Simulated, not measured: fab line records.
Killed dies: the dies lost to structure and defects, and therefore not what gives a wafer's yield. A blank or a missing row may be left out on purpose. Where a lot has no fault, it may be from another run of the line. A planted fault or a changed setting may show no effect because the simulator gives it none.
Problem report, 8D (eight disciplines) form, completed by code    flow berkeleyCmos170    the parts of the form that need people (team, actions taken, sign-off) are left out

== 1. WHAT IS WRONG ==
Mean of beamEnergyKeV at UCB170_NWELL_IMPLANT_14: 151.90 across 9 wafers in 3 lots; on wafers with no fault it is 149.99 (standard deviation 0.048). That is +40 standard deviations from the usual mean.
Seen first at day 4 00:03 on implanter-03, wafer L779.2. Wafers with a number at this step in the record: 21, from 7 lots. By rule, "out" or "out of limits" means more than 4 standard deviations away from the usual mean. Any other wafer with a number is counted as sound.

== 2. WHAT THIS IS AND IS NOT ==
question                     is                      is not
which readings at this step  beamEnergyKeV           -
which lots                   L779, L781, L783        L775, L791, L792, L793
which wafers of those lots   all that have a number  -
read on which tools          implanter-03            implanter-01, implanter-02
when                         from day 4 00:03        up to then (3 sound wafers); but 9 sound wafers of L791, L792, L793 came after

== 3. WHAT RULES OUT EACH SUSPECT ==
Counting: a tool at a process step up to the reading stays a suspect if it ran every lot that is out and no sound lot after the first of them.
- implanter-03 at UCB170_NWELL_IMPLANT_14: ruled out as a lasting fault. The sound lots L793 went through it after L779, its earliest lot that is out (day 4 00:03).
Left after counting: nothing in the record.

== 4. THE CAUSE (what the simulator had put in) ==
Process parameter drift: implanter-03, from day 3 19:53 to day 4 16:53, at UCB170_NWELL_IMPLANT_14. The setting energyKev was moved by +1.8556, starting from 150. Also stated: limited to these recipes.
Counting ruled it out, wrongly.

== 5. THE CHAIN OF EFFECTS, in route order ==
Each row: a reading whose mean over the struck wafers that have a number lies more than 3 standard deviations from the usual. Only readings whose record carries a usual standard deviation are examined. hours: median over the lots of the time between each lot's start at the first step of this table that gives one and its start at this step. sigmas: the change, counted in usual standard deviations.
hours  step                     reading        usual   on struck wafers  change  sigmas
0      UCB170_NWELL_IMPLANT_14  beamEnergyKeV  149.99  151.90            +1.91   +40
Here are the process steps it includes:
- UCB170_NWELL_IMPLANT_14

== 6. WHAT WOULD HAVE CAUGHT IT SOONER ==
The fault began at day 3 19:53; the first out-of-limits reading in this record came at day 4 00:03, 4 hours later.
